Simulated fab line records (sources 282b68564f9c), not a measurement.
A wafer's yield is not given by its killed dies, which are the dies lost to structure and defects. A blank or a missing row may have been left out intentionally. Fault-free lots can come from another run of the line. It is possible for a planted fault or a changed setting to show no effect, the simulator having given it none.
A struck lot beside a sound one	flow rit cmos	15 out of 202 route steps
Sound: wafers L934.3, L934.4, L934.6. The struck wafers were L942.1, L942.2, L942.6. The cause is named last.
Order at every step that has rows: each side's tool, ch and its chambers, its first start. Under that, the readings that differ: sound wafers	struck wafers	difference of the means	sigmas: that difference in standard deviations of wafers without a fault.
alike: same words and numbers on both sides, and readings whose means sit less than 2 such deviations apart. not compared: any withheld reading, any reading some wafer has no value for, any bound like >300 that may hide the same value, and any number with overlapping values for which the record gives no deviation.
Wherever a step has rows on one side only, a row that says differs or no value, or a row with sigmas, the two part there. When numbers do not overlap yet have no deviation, they are printed without sigmas and do not part them. Lack of a reading on every wafer of one side parts them only where that side has two or more wafers.

RIT_SDANNEAL_RS_MEAS_07: measurement is done with a four-point probe.
  struck on film metro-04, day 6 15:15; sound on film metro-03, day 4 15:37
  alike: NLDD_RS
then, 1 step without rows for these wafers: RIT_SILICIDE_WET_ETCH_00 (etches SiO2 in BOE, target depth 14 nm, time 15 s).
RIT_SILICIDE_SPUTTER_01: material Ti, target thk 30 nm, time 240 s.
  struck on pvd sputter-01, day 6 15:23; sound on pvd sputter-03, day 4 15:43
  alike: throttle valve pct
RIT_SILICIDE_RS_MEAS_02: measurement is done with a four-point probe.
  struck on film metro-03, day 6 15:32; sound on film metro-04, day 4 15:54
  alike: SILICIDE_TI_RS
RIT_SILICIDE_THK_MEAS_03: measures by xrf.
  struck on film metro-03, day 6 15:39; sound on film metro-04, day 4 16:00
  alike: SILICIDE_TI_THK
RIT_SILICIDE_RTA_04: time 10 s, ramp up 5 s, ramp down 5 s.
  sound on rtp anneal-02 ch 0, day 4 16:04; struck on rtp anneal-01 ch 0, day 6 15:43
  alike: anneal temp c max, wafer_temp_C_max
then, 1 step without rows for these wafers: RIT_SILICIDE_WET_ETCH_05 (etches Ti in SPM, time 120 s).
RIT_SILICIDE_RTA_06: time 10 s, ramp up 5 s, ramp down 10 s.
  sound on rtp anneal-01 ch 0, day 4 16:10; struck on rtp anneal-01 ch 0, day 6 15:49
  alike: anneal temp c max, wafer_temp_C_max
RIT_CONTACT_CVD_00: deposits SiO2 from TEOS, target thk 400 nm, time 61 s.
  sound on pecvd-02 ch 0,2, day 4 16:13; struck on pecvd-04 ch 1,2, day 6 15:53
  alike: heater power w
RIT_CONTACT_THK_MEAS_01:
  struck on film metro-01, day 6 15:58; sound on film metro-01, day 4 16:17
  alike: CONTACT_TEOS_THK
then, 2 steps without rows for these wafers: RIT_CONTACT_HMDS_02 (prime time 60 s); RIT_CONTACT_COAT_03 (resist thk 1000 nm).
RIT_CONTACT_SOFTBAKE_04: time 60 s.
  sound on litho track-03 ch 0, day 4 16:40; struck on litho track-03 ch 0, day 6 16:20
reading	sound	struck	difference	sigmas
heater power total W (W)	34.63 34.57 34.50	35.52 35.35 35.48	+0.88	+18
plate temp C (C)	89.81 90.03 89.74	91.41 91.58 91.47	+1.63	+14
then, 1 step without rows for these wafers: RIT_CONTACT_EXPOSE_05 (exposes mask M11, target cd 1000 nm).
RIT_M1_PROBE_99:
  struck on prober-01, day 6 23:40; sound on prober-01, day 4 23:13
  alike: killed at contacts, killed at front end, killed dies, killed on rim, killed open, killed short

WHERE THEY PART
Only at RIT_CONTACT_SOFTBAKE_04, as far as this record shows. Later steps at which nothing parts them and some readings are alike: RIT_M1_PROBE_99.

WHY: whatever the simulator had introduced
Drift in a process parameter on litho track-03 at RIT_CONTACT_SOFTBAKE_04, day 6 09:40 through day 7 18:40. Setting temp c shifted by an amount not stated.
